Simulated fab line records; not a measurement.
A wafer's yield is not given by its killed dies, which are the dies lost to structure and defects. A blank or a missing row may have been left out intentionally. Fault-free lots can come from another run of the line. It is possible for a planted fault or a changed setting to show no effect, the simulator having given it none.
A single fault, viewed from 2 desks :: flow berkeley cmos170 :: numbers are kept per desk, each desk with only its own; the story behind them comes last

THE TOOL OWNER'S DESK: implanter-04
The tool's own readings at UCB170_PLDD_IMPLANT_09, given as means over the sampled wafers that have a number, one for each lot that went through this tool. The brackets show how far a lot's mean lies from the usual mean; more than 4 standard deviations puts the lot out of limits, marked OUT.
Columns: A = rotation deg at UCB170_PLDD_IMPLANT_09, usual 180.00 degrees
lot: L466
first seen here: day 9 06:33
A: 180.00

lot: L472
first seen here: day 10 11:38
A: 360.03 (+99 or more) OUT

lot: L477
first seen here: day 10 19:01
A: 359.98 (+99 or more) OUT

lot: L478
first seen here: day 11 17:14
A: 359.99 (+99 or more) OUT
This desk's verdict: out of limits on L472, L477, L478, starting with L472 at day 10 11:38 (rotation deg at UCB170_PLDD_IMPLANT_09). In limits: L466.

FROM THE METROLOGY DESK
Means of the sampled wafers that have a number, per lot and without regard to the tool the lot ran on: this is what the gauges read. The brackets show how far a lot's mean lies from the usual mean; more than 4 standard deviations puts the lot out of limits, marked OUT.
Columns: A = cd nm at UCB170_GATE_CD_MEAS_90, usual 350.6 nm; B = cd nm at UCB170_PLDD_CD_MEAS_06, usual 1200.4 nm; C = PLDD_OVL at UCB170_PLDD_OVL_MEAS_07, usual 5 nm
lot: L466
first seen here: day 9 04:14
A: 350.7
B: 1200.0
C: -5

lot: L465
first seen here: day 9 04:28
A: 348.4
B: 1199.6
C: 1

lot: L472
first seen here: day 10 09:24
A: 352.0
B: 1197.0
C: 8

lot: L477
first seen here: day 10 17:14
A: 348.6
B: 1199.2
C: 5

lot: L478
first seen here: day 11 15:17
A: 351.6
B: 1203.1
C: 9

lot: L480
first seen here: day 11 15:34
A: 349.6
B: 1201.0
C: 6

lot: L482
first seen here: day 11 23:28
A: 350.5
B: 1201.0
C: -1
This desk found nothing out of limits on any of the 7 lots.

PUT TOGETHER
An alarm could have come from the tool owner's desk at day 10 11:38, on L472, L477, L478.
At the metrology desk, nothing out of limits was observed.
The metrology desk has L472, L477, L478 on record, within its limits.
All the named lots went through UCB170_PLDD_IMPLANT_09 on implanter-04.

WHAT WAS PUT IN BY THE SIMULATOR
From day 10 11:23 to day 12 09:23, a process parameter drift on implanter-04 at UCB170_PLDD_IMPLANT_09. The setting rotation deg was moved by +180, starting from 180. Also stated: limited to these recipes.
Struck lots among those shown: L472, L477, L478.
How many hours passed from the start of the fault until each desk's first out-of-limits reading: the tool owner's desk, 0.
